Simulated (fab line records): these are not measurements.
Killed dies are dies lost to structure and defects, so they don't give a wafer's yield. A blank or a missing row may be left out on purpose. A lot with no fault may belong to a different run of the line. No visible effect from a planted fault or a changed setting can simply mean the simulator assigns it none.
The tool behind it: which one? | flow rit-cmos | 21 wafers from 7 lots sampled at 2 of the route's 202 steps

== WHAT THE GAUGES READ, wafer by wafer ==
RIT_PRETRO_OVL_MEAS_06.
lot  | measured    | on         | PRETRO_OVL (nm)
L346 | day 2 20:21 | overlay-02 | -1.4 -1.6 0.3
L349 | day 3 09:25 | overlay-01 | 0.2 0.6 -0.2
L352 | day 4 03:10 | overlay-02 | 0.8 2.9 1.6
L354 | day 4 11:07 | overlay-02 | 0.3 -0.8 0.8
L357 | day 4 23:41 | overlay-02 | 238.5 240.5 239.7
L361 | day 5 22:10 | overlay-02 | -0.2 0.6 -1.1
L365 | day 6 21:16 | overlay-02 | -2.5 -0.5 -0.2

== EACH LOT AND THE TOOL THAT RAN IT (in order: tool; ch and the chambers of the sampled wafers; start) ==
lot  | RIT_PRETRO_EXPOSE_03
L346 | iline-stepper-01 ch 0, day 2 19:53
L349 | iline-stepper-01 ch 0, day 3 08:58
L352 | iline-stepper-02 ch 0, day 4 02:44
L354 | iline-stepper-02 ch 0, day 4 10:41
L357 | iline-stepper-01 ch 0, day 4 23:16
L361 | iline-stepper-02 ch 0, day 5 21:44
L365 | iline-stepper-02 ch 0, day 6 20:51
- RIT_PRETRO_EXPOSE_03: exposes mask M5, target cd 43700 nm.

== THE ANSWER, worked out from the rows above alone ==
Rule: the usual values come from the lots themselves. The widest of any qualifying gaps counts: lots, ordered by their means at a reading, are off when they make up no more than a third of the lots, leave a main group of 4 or more, and stand apart from it by 3 or more times the standard deviation of that group's means. If all means in a main group match to the digits the tables above print for the reading, that group is not used. Also off: a lot with no number at a reading for which 4 or more lots have one. Any other lot the step has rows for is counted as sound.
Off: L357, at RIT_PRETRO_OVL_MEAS_06 (PRETRO_OVL). The main group: mean -0.0 nm, standard deviation 0.93.
If a tool, at a process step before that reading, ran all the lots that are off and no sound lot after the first of them, it fits. Gauges at RIT_PRETRO_OVL_MEAS_06: tried the same way as those tools. One fits: RIT_PRETRO_EXPOSE_03 on iline-stepper-01. Its last sound lot is L349 (day 3 08:58), its first lot that is off L357 (day 4 23:16): a fault that began between those two fits.

== WHAT THE SIMULATOR PUT IN ==
Scanner matching overlay: iline-stepper-01, from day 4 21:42 on, at RIT_PRETRO_EXPOSE_03. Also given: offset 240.
Shown lots that were struck: L357. The same result came from the rule above.
